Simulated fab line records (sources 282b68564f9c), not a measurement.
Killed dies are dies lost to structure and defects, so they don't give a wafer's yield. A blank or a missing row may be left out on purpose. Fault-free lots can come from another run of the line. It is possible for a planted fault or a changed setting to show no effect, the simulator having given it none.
Which tool is to blame? | flow rit-cmos | 42 wafers from 14 lots sampled at 3 of the route's 202 steps

== WHAT THE GAUGES SHOWED, per wafer ==
RIT_NSD_TW_MEAS_10.
lot  | measured    | on            | NSD_TW
L256 | day 3 06:52 | film-metro-01 | 3157 3162 3155
L257 | day 3 12:42 | film-metro-04 | 3056 3073 3059
L259 | day 3 22:04 | film-metro-03 | 3130 3162 3154
L260 | day 4 04:41 | film-metro-03 | 3154 3162 3153
L261 | day 4 08:27 | film-metro-03 | 3151 3155 3156
L262 | day 4 15:59 | film-metro-03 | 3172 3151 3154
L263 | day 4 19:35 | film-metro-01 | 3156 3167 3166
L268 | day 5 21:47 | film-metro-03 | 3166 3160 3160
L270 | day 6 04:28 | film-metro-03 | 3387 3389 3391
L271 | day 6 09:26 | film-metro-04 | 3294 3293 3290
L273 | day 6 22:55 | film-metro-03 | 3155 3153 3167
L274 | day 7 00:44 | film-metro-03 | 3152 3150 3166
L276 | day 7 14:24 | film-metro-04 | 3074 3067 3058
L278 | day 7 21:48 | film-metro-03 | 3142 3163 3144

RIT_SDANNEAL_RS_MEAS_05: a four-point-probe measurement.
lot  | measured    | on            | NSD_RS (ohm/sq)
L256 | day 3 09:00 | film-metro-03 | 83.8 84.1 83.9
L257 | day 3 14:56 | film-metro-03 | 83.7 84.0 83.9
L259 | day 4 00:13 | film-metro-01 | 84.1 84.5 84.3
L260 | day 4 06:50 | film-metro-03 | 84.2 84.4 84.4
L261 | day 4 10:47 | film-metro-04 | 84.5 84.7 84.8
L262 | day 4 18:01 | film-metro-03 | 84.6 84.3 84.2
L263 | day 4 21:40 | film-metro-03 | 84.4 84.5 84.7
L268 | day 6 00:18 | film-metro-03 | 84.7 84.3 84.6
L270 | day 6 06:35 | film-metro-03 | 82.0 81.8 81.9
L271 | day 6 11:30 | film-metro-03 | 82.1 81.7 81.9
L273 | day 7 00:59 | film-metro-04 | 84.7 84.9 84.8
L274 | day 7 02:56 | film-metro-04 | 84.8 85.1 85.0
L276 | day 7 16:42 | film-metro-03 | 85.0 84.7 84.7
L278 | day 7 23:53 | film-metro-01 | 84.7 84.7 84.4

== TOOL THAT RAN EACH LOT (tool first, then ch and the chambers of the sampled wafers, then the start) ==
lot  | RIT_NSD_IMPLANT_08
L256 | implanter-03 ch 0, day 3 06:32
L257 | implanter-03 ch 0, day 3 12:23
L259 | implanter-01 ch 0, day 3 21:44
L260 | implanter-03 ch 0, day 4 04:22
L261 | implanter-02 ch 0, day 4 08:07
L262 | implanter-02 ch 0, day 4 15:40
L263 | implanter-01 ch 0, day 4 19:17
L268 | implanter-02 ch 0, day 5 21:29
L270 | implanter-02 ch 0, day 6 04:08
L271 | implanter-02 ch 0, day 6 09:07
L273 | implanter-03 ch 0, day 6 22:37
L274 | implanter-01 ch 0, day 7 00:27
L276 | implanter-03 ch 0, day 7 14:05
L278 | implanter-01 ch 0, day 7 21:31
- RIT_NSD_IMPLANT_08

== AS READ BY THE TOOLS THEMSELVES (means over the sampled wafers that have a number; for cases with no such wafer, the mark the record gives instead) ==
RIT_NSD_IMPLANT_08.
lot  | tool         | beam-energy-keV
L256 | implanter-03 | 24.995
L257 | implanter-03 | 24.991
L259 | implanter-01 | 24.995
L260 | implanter-03 | 25.005
L261 | implanter-02 | 24.995
L262 | implanter-02 | 24.997
L263 | implanter-01 | 24.997
L268 | implanter-02 | 25.000
L270 | implanter-02 | 32.491
L271 | implanter-02 | 32.491
L273 | implanter-03 | 24.990
L274 | implanter-01 | 24.988
L276 | implanter-03 | 24.997
L278 | implanter-01 | 25.009

== THE ANSWER, worked out from the rows above alone ==
Rule: what is usual is taken from the lots themselves. Put in order of their means at a reading, lots are off if they are a third of the lots or fewer, leave a main group of 4 or more, and stand apart from it by a gap of 3 or more times the standard deviation of the main group's means; of several such gaps the widest counts. A main group whose means are all the same, to the digits that the tables above print for the reading, isn't used. A lot without any number at a reading at which 4 lots or more have one is off too. The other lots that the step has rows for count as sound. Order of review: gauges by route order, followed by the tools' own readings, for which a lot's mean as printed above is used. The first step at which some lot is off is used, and at that step the reading that is off furthest; a lot without a number counts as furthest.
Off: L270, L271, seen at RIT_NSD_TW_MEAS_10 (NSD_TW). The main group: mean 3141, standard deviation 35.
If a tool, at a process step before that reading, ran all the lots that are off and no sound lot after the first of them, it fits. The gauges at RIT_NSD_TW_MEAS_10 aren't tried: what is off there is off at RIT_NSD_IMPLANT_08 too, on other tools, and a gauge's error can't cause that. One fits: implanter-02 at RIT_NSD_IMPLANT_08. Its last sound lot is L268 (day 5 21:29), its first lot that is off L270 (day 6 04:08): a fault that began between those two fits.
On the lots that are off, the tool's own readings at RIT_NSD_IMPLANT_08 differ by more than 5 times the standard deviation of the sound lots' means, which bears it out; beam-energy-keV reads 32.491 there versus 24.997 on the sound lots.

== WHAT THE SIMULATOR HAD INSERTED ==
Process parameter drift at RIT_NSD_IMPLANT_08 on implanter-02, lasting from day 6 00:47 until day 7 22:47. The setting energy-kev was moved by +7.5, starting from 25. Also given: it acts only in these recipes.
Lots struck among those shown: L270, L271. The rule above reached the same finding.
